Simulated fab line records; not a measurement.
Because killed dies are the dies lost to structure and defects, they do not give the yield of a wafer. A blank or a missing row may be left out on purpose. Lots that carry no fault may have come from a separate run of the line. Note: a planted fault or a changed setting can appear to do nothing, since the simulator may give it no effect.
2 desks, one fault + flow berkeley cmos170 + numbers are kept per desk, each desk with only its own; the story behind them comes last

## FROM THE METROLOGY DESK
Lot by lot, what the gauges showed, no matter which tool ran the lot: averages of those sampled wafers that carry a number. If a lot's mean is further than 4 standard deviations from the usual mean, the lot is out of limits and carries the mark OUT (the distance appears in the brackets).
Columns: A = cd nm at UCB170_CONTACT_CD_MEAS_15, usual 699.9 nm; B = CONTACT_OVL at UCB170_CONTACT_OVL_MEAS_16, usual 2 nm; C = cd nm at UCB170_CONTACT_CD_MEAS_90, usual 699.9 nm; D = M1_AL_RS at UCB170_M1_RS_MEAS_01, usual 0.0488 ohm/sq; E = M1_AL_THK at UCB170_M1_THK_MEAS_02, usual 601 nm; F = cd nm at UCB170_M1_CD_MEAS_09, usual 699.9 nm
| lot  | first seen here | A     | B  | C     | D      | E   | F     |
|------|-----------------|-------|----|-------|--------|-----|-------|
| L832 | day 6 23:47     | 700.7 | 4  | 700.6 | 0.0487 | 601 | 698.1 |
| L839 | day 8 21:43     | 699.5 | 1  | 699.8 | 0.0491 | 598 | 699.3 |
| L838 | day 8 22:06     | 700.9 | 8  | 701.3 | 0.0484 | 610 | 701.9 |
| L845 | day 9 19:59     | 700.9 | -2 | 700.4 | 0.0489 | 600 | 698.3 |
| L849 | day 10 16:29    | 700.4 | 3  | 700.7 | 0.0493 | 598 | 698.3 |
| L847 | day 10 19:34    | 702.0 | 5  | 701.6 | 0.0498 | 590 | 700.2 |
Result from this desk: across the 6 lots, nothing is out of limits.

## THE TOOL OWNER'S DESK: litho track-04
The tool's own readings at UCB170_M1_COAT_04 (resist thk 900 nm): means of the sampled wafers that have a number, for each lot that ran on this tool. If a lot's mean is further than 4 standard deviations from the usual mean, the lot is out of limits and carries the mark OUT (the distance appears in the brackets).
Columns: A = spin speed rpm at UCB170_M1_COAT_04, usual 1500.0 rpm
| lot  | first seen here | A                |
|------|-----------------|------------------|
| L832 | day 7 00:00     | 1500.9           |
| L838 | day 8 23:00     | 1552.0 (+47) OUT |
| L839 | day 8 23:00     | 1554.0 (+49) OUT |
This desk finds L838, L839 out of limits, L838 being first, at day 8 23:00 (spin speed rpm at UCB170_M1_COAT_04). In limits: L832.

## ALL TOGETHER
The tool owner's desk had the chance to raise an alarm at day 8 23:00 on L838, L839.
From the metrology desk's view, nothing was out of limits.
The metrology desk has L838, L839 on record, within its limits.
UCB170_M1_COAT_04 was run on litho track-04 by each of the lots named.

## WHAT THE SIMULATOR HAD PUT IN
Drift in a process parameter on litho track-04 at UCB170_M1_COAT_04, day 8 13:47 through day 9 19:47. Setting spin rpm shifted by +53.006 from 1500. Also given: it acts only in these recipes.
Lots struck among those shown: L838, L839.
Each desk's first reading out of limits, in hours after the fault started: the tool owner's desk, 9.
